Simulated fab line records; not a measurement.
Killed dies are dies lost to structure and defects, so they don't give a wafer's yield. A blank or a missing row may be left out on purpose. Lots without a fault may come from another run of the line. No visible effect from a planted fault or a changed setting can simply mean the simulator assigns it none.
Which tool did it? | flow berkeley_cmos170 | 7 lots, 21 wafers sampled, at 3 steps of a route of 331

## WHAT THE GAUGES SHOWED, per wafer
UCB170_V2_THK_MEAS_01.
lot  | measured     | on            | V2_TEOS_THK (nm)
L427 | day 7 14:29  | film_metro-01 | 1960 2013 1996
L429 | day 8 14:46  | film_metro-02 | 1996 2002 2014
L431 | day 8 15:32  | film_metro-01 | 1976 1998 2018
L438 | day 10 07:35 | film_metro-02 | 990 990 969
L443 | day 11 10:37 | film_metro-04 | 1961 1972 1952
L446 | day 12 02:59 | film_metro-02 | 1982 2021 2029
L449 | day 12 02:42 | film_metro-02 | 1940 1966 1990

## WHAT TOOL EACH LOT RAN ON (gives the tool, then ch and the chambers of the sampled wafers, and finally the start)
lot  | UCB170_M1_ETCH_11                  | UCB170_V2_CVD_00
L427 | rie_diel-01 ch 0,3, day 7 02:14    | pecvd-04 ch 0,1,2, day 7 14:19
L429 | rie_diel-02 ch 0,1,3, day 8 04:19  | pecvd-02 ch 1,2, day 8 14:37
L431 | rie_diel-02 ch 0,3, day 8 05:16    | pecvd-02 ch 0,1,2, day 8 15:22
L438 | rie_diel-02 ch 0,1,2, day 9 19:42  | pecvd-02 ch 0,1, day 10 07:25
L443 | rie_diel-04 ch 0,1, day 10 19:38   | pecvd-01 ch 0,1,2, day 11 10:28
L446 | rie_diel-04 ch 1,2,3, day 11 13:18 | pecvd-04 ch 0,1, day 12 02:49
L449 | rie_diel-01 ch 1,2,3, day 11 14:01 | pecvd-01 ch 0,2, day 12 02:33
- UCB170_M1_ETCH_11: etches BARC in N2/H2.
- UCB170_V2_CVD_00: deposits SiO2 from TEOS/O2, target thk 2000 nm, time 250 s.

## THE ANSWER, worked out from the rows above alone
Rule: the lots themselves supply what counts as usual. Put in order of their means at a reading, lots are off if they are a third of the lots or fewer, leave a main group of 4 or more, and stand apart from it by a gap of 3 or more times the standard deviation of the main group's means; of several such gaps the widest counts. Not used: any main group whose means are identical at the precision the tables above print for the reading. A lot without any number at a reading at which 4 lots or more have one is off too. The other lots that the step has rows for count as sound.
Off: L438, seen at UCB170_V2_THK_MEAS_01 (V2_TEOS_THK). The main group: mean 1988 nm, standard deviation 19.
If a tool, at a process step before that reading, ran all the lots that are off and no sound lot after the first of them, it fits. Gauges at UCB170_V2_THK_MEAS_01: tried the same way as those tools. Can't be told from this: 2 tools fit, rie_diel-02 at UCB170_M1_ETCH_11, pecvd-02 at UCB170_V2_CVD_00.

## WHAT THE SIMULATOR HAD INSERTED
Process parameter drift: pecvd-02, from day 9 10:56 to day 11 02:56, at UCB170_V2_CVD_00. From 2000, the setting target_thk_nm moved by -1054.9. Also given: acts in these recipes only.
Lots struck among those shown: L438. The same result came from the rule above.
